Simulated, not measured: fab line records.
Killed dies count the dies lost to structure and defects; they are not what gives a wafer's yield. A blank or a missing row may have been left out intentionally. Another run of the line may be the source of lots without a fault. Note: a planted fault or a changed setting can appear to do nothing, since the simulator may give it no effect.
Matching of chambers | flow berkeleyCmos170 | UCB170_SPACER_ETCHBACK_03 on rieDiel-01: 4 sister chambers
The step etches SiO2 in CHF3/CF4/Ar, stops on Si, target depth 376 nm, time 100 s. 8 wafers are shown with their chamber, then 8 later ones without.

== WAFERS WITH THEIR CHAMBER ==
wafer  | chamber | throttleValvePct (%) | drypumpMotorCurrentA (A)
L290.3 | 1       | 6.65                 | 5.3
L299.1 | 0       | 6.50                 | 5.4
L299.2 | 3       | 6.36                 | 5.1
L299.3 | 2       | 6.63                 | 5.5
L301.1 | 1       | 6.67                 | 5.3
L301.2 | 0       | 6.52                 | 5.3
L301.4 | 2       | 6.63                 | 5.5
L302.1 | 3       | 6.40                 | 5.2

== WAFERS MISSING THEIR CHAMBER ==
wafer  | throttleValvePct (%) | drypumpMotorCurrentA (A)
L302.5 | 6.52                 | 5.3
L302.6 | 6.67                 | 5.3
L305.1 | 6.38                 | 5.2
L305.3 | 6.53                 | 5.3
L305.4 | 6.63                 | 5.5
L309.3 | 6.53                 | 5.3
L309.5 | 6.38                 | 5.2
L309.6 | 6.52                 | 5.3

== WHICH CHAMBER EACH ONE RAN IN ==
wafer  | from the rows above | in truth
L302.5 | 0                   | 0
L302.6 | 1                   | 1
L305.1 | 3                   | 3
L305.3 | 0                   | 0
L305.4 | 2                   | 2
L309.3 | 0                   | 0
L309.5 | 3                   | 3
L309.6 | 0                   | 0
Correctly placed: 8 of 8. Can't be placed from these rows: 0. Wrongly placed: 0.
How it was worked out, from the rows above alone: a wafer's distance from a chamber is the root of the sum, over the readings, of the square of ((its reading less the chamber's mean) divided by the reading's scatter). The wafer belongs to the nearest chamber; if the next one is less than 2 further off, it can't be placed. A chamber's mean is the mean of its shown wafers. How the scatter is found: for the shown wafers, subtract from each reading the mean of its chamber, square and add these, divide the total by (wafers less chambers), then take the root.
